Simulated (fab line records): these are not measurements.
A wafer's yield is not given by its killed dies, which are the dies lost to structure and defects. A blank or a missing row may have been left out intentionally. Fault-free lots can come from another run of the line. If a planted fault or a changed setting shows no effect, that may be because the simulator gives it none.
Matching of chambers -- flow berkeleyCmos170 -- 3 sister chambers for UCB170_V1_CVD_00 on pecvd-02
The step deposits SiO2 from TEOS/O2, target thk 2000 nm, time 250 s. 14 wafers are shown with their chamber, then 7 later ones without.

== EACH WAFER AND ITS CHAMBER ==
wafer,chamber,heaterPowerW (W)
L263.1,2,316
L263.2,0,407
L263.6,2,234
L266.1,2,320
L266.4,0,311
L266.5,1,313
L269.1,2,325
L269.2,1,235
L269.4,0,311
L270.1,1,297
L270.2,0,338
L270.3,2,319
L273.2,2,248
L273.4,1,225

SIGNATURES (means of the wafers above)
reading,chamber 0,chamber 1,chamber 2,scatter within a chamber
heaterPowerW,341.75,267.50,293.67,43.1
Rule: a wafer's distance from a chamber is the root of the sum, over the readings, of the square of ((its reading less the chamber's mean) divided by the reading's scatter). The wafer belongs to the nearest chamber; if the next one is less than 2 further off, it can't be placed. The scatter is the square root of a quotient: the sum, over the shown wafers, of each reading's squared deviation from its chamber's mean, divided by wafers minus chambers.

== WAFERS WITHOUT THEIR CHAMBER ==
wafer,heaterPowerW (W)
L273.5,412
L279.1,237
L279.2,288
L279.3,368
L284.1,304
L284.4,230
L284.5,232

== EACH ONE'S CHAMBER ==
wafer,from the rows above,in truth
L273.5,can't be placed: 0 or 2 or 1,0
L279.1,can't be placed: 1 or 2 or 0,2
L279.2,can't be placed: 2 or 1 or 0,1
L279.3,can't be placed: 0 or 2 or 1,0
L284.1,can't be placed: 2 or 1 or 0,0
L284.4,can't be placed: 1 or 2 or 0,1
L284.5,can't be placed: 1 or 2 or 0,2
Placed correctly: 0 of 7. Unplaceable from these rows: 7, with the true chamber sitting among the candidates in 7. Number placed wrongly: 0.
